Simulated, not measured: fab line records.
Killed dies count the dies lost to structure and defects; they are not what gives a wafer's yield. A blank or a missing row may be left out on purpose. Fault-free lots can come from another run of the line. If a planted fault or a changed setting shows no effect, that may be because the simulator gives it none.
Lot-split experiment + flow ritCmos + 23 wafers read across 5 lots, on a route 202 steps long

THE SPLIT
At RIT_M1_EXPOSE_06 (exposes mask M12, target cd 2600 nm), the setting doseMj was moved away from the recipe's 250 on 8 of the 23 wafers read, by -3.5% to +5.6%. The other wafers ran this setting at the recipe's value.

FROM THE SPLIT TO THE READING: what the file shows between them, 7 steps
- RIT_M1_PEB_07
- RIT_M1_DEVELOP_08: develop time 70.99 s
- RIT_M1_CD_MEAS_09: target cd 2600 nm
- RIT_M1_HARDBAKE_11: time 120 s
- RIT_M1_METAL_ETCH_12: etches Al in Cl2/BCl3, stops on SiO2, time 165 s, target depth 600 nm
- RIT_M1_STRIP_13: strips in nmp, time 600 s
- RIT_M1_STRIP_14: strips in O2, time 180 s

THE READING
cdNm (nm) at RIT_M1_CD_MEAS_90, where the cd target is 2600 nm. Fault-free wafers of this fab line usually give 2599.5 nm, standard deviation 2.6 nm.

| wafer  | tool, chamber at the split | doseMj as run | against the recipe | cdNm, nm | against lot-mates on the recipe |
|--------|----------------------------|---------------|--------------------|----------|---------------------------------|
| L074.1 | ilineStepper-02, 0         | 250           | recipe             | 2598.5   | -                               |
| L074.2 | ilineStepper-02, 0         | 250           | recipe             | 2598.6   | -                               |
| L074.4 | ilineStepper-02, 0         | 250           | recipe             | 2598.5   | -                               |
| L074.5 | ilineStepper-02, 0         | 250           | recipe             | 2600.0   | -                               |
| L074.6 | ilineStepper-02, 0         | 250           | recipe             | 2600.0   | -                               |
| L076.1 | ilineStepper-02, 0         | 263.9         | +5.6%              | 2583.5   | -16.2                           |
| L076.3 | ilineStepper-02, 0         | 263.9         | +5.6%              | 2583.4   | -16.3                           |
| L076.4 | ilineStepper-02, 0         | 263.9         | +5.6%              | 2583.1   | -16.7                           |
| L076.5 | ilineStepper-02, 0         | 250           | recipe             | 2600.6   | -                               |
| L076.6 | ilineStepper-02, 0         | 250           | recipe             | 2598.9   | -                               |
| L077.1 | ilineStepper-01, 0         | 250           | recipe             | 2601.5   | -                               |
| L077.2 | ilineStepper-01, 0         | 258.9         | +3.6%              | 2591.7   | -10.5                           |
| L077.3 | ilineStepper-01, 0         | 250           | recipe             | 2602.2   | -                               |
| L077.5 | ilineStepper-01, 0         | 258.9         | +3.6%              | 2592.2   | -10.0                           |
| L077.6 | ilineStepper-01, 0         | 250           | recipe             | 2602.9   | -                               |
| L079.1 | ilineStepper-02, 0         | 250           | recipe             | 2597.1   | -                               |
| L079.2 | ilineStepper-02, 0         | 250           | recipe             | 2599.3   | -                               |
| L079.4 | ilineStepper-02, 0         | 250           | recipe             | 2598.7   | -                               |
| L084.1 | ilineStepper-01, 0         | 241.2         | -3.5%              | 2614.4   | +10.8                           |
| L084.2 | ilineStepper-01, 0         | 241.2         | -3.5%              | 2612.4   | +8.8                            |
| L084.3 | ilineStepper-01, 0         | 241.2         | -3.5%              | 2612.6   | +9.0                            |
| L084.4 | ilineStepper-01, 0         | 250           | recipe             | 2603.6   | -                               |
| L084.5 | ilineStepper-01, 0         | 250           | recipe             | 2603.6   | -                               |

THE FIT
A straight line over all 23 wafers: cdNm changes by -3.12 nm for each +1% of doseMj; r = -0.97; the points scatter about the line by 2 nm.
The same after taking each lot's own level away (the mean of its wafers on the recipe; 23 wafers): -2.87 nm for each +1%; r = -1.00; scatter 0.74 nm.
The reading moves by 16 nm for the largest change in doseMj, on that fit.
The lots' own levels span 2598.37 to 2603.60 nm, that is 2.0 times the standard deviation above.
The two slopes agree, so the slope changes little with the lot-to-lot level.
Check: for one of the wafers moved furthest among these (+5.6%), held out of the fit, the line's prediction against its lot-mates is -16.1 nm. Against them it came out at -16.2 nm.

ADDITIONAL SPLITS CARRIED BY THESE WAFERS
Note: prior to the reading, these wafers also went through further splits. Each is held against what the fit with the lots' levels taken away leaves over:
| other split on the same wafers | wafers away from the commonest value | r with cdNm (lot level and that fit taken away) |
|--------------------------------|--------------------------------------|-------------------------------------------------|
| RIT_PLDD_IMPLANT_08 doseCm2    | 7                                    | +0.22                                           |
| RIT_SPACER_ETCHBACK_05 timeS   | 10                                   | +0.17                                           |
| RIT_PSD_COAT_01 resistThkNm    | 8                                    | -0.18                                           |
| RIT_PSD_IMPLANT_08 doseCm2     | 7                                    | +0.27                                           |
| RIT_CONTACT_CVD_00 timeS       | 5                                    | -0.09                                           |
| RIT_M1_SPUTTER_00 timeS        | 8                                    | +0.05                                           |

THE WHOLE CHAIN: every reading that the file lists as answering this split, in the file's order
| step                 | what it does                                                          | reading                                                  | change (the file's fit)              | r (the file's) |
|----------------------|-----------------------------------------------------------------------|----------------------------------------------------------|--------------------------------------|----------------|
| RIT_M1_DEVELOP_08    | develop time 70.99 s                                                  | M1.cdNm (the simulator's own value, which no gauge read) | -2.99 nm for each +1% of the setting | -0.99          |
| RIT_M1_CD_MEAS_09    | target cd 2600 nm                                                     | cdNm                                                     | -2.98 nm for each +1% of the setting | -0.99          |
| RIT_M1_METAL_ETCH_12 | etches Al in Cl2/BCl3, stops on SiO2, time 165 s, target depth 600 nm | M1.cdNm (the simulator's own value, which no gauge read) | -2.86 nm for each +1% of the setting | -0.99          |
| RIT_M1_CD_MEAS_90    | target cd 2600 nm                                                     | cdNm                                                     | -2.88 nm for each +1% of the setting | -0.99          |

FILE'S OWN FIT
cdNm changes by -2.88 nm for each +1% of doseMj, r = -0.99.
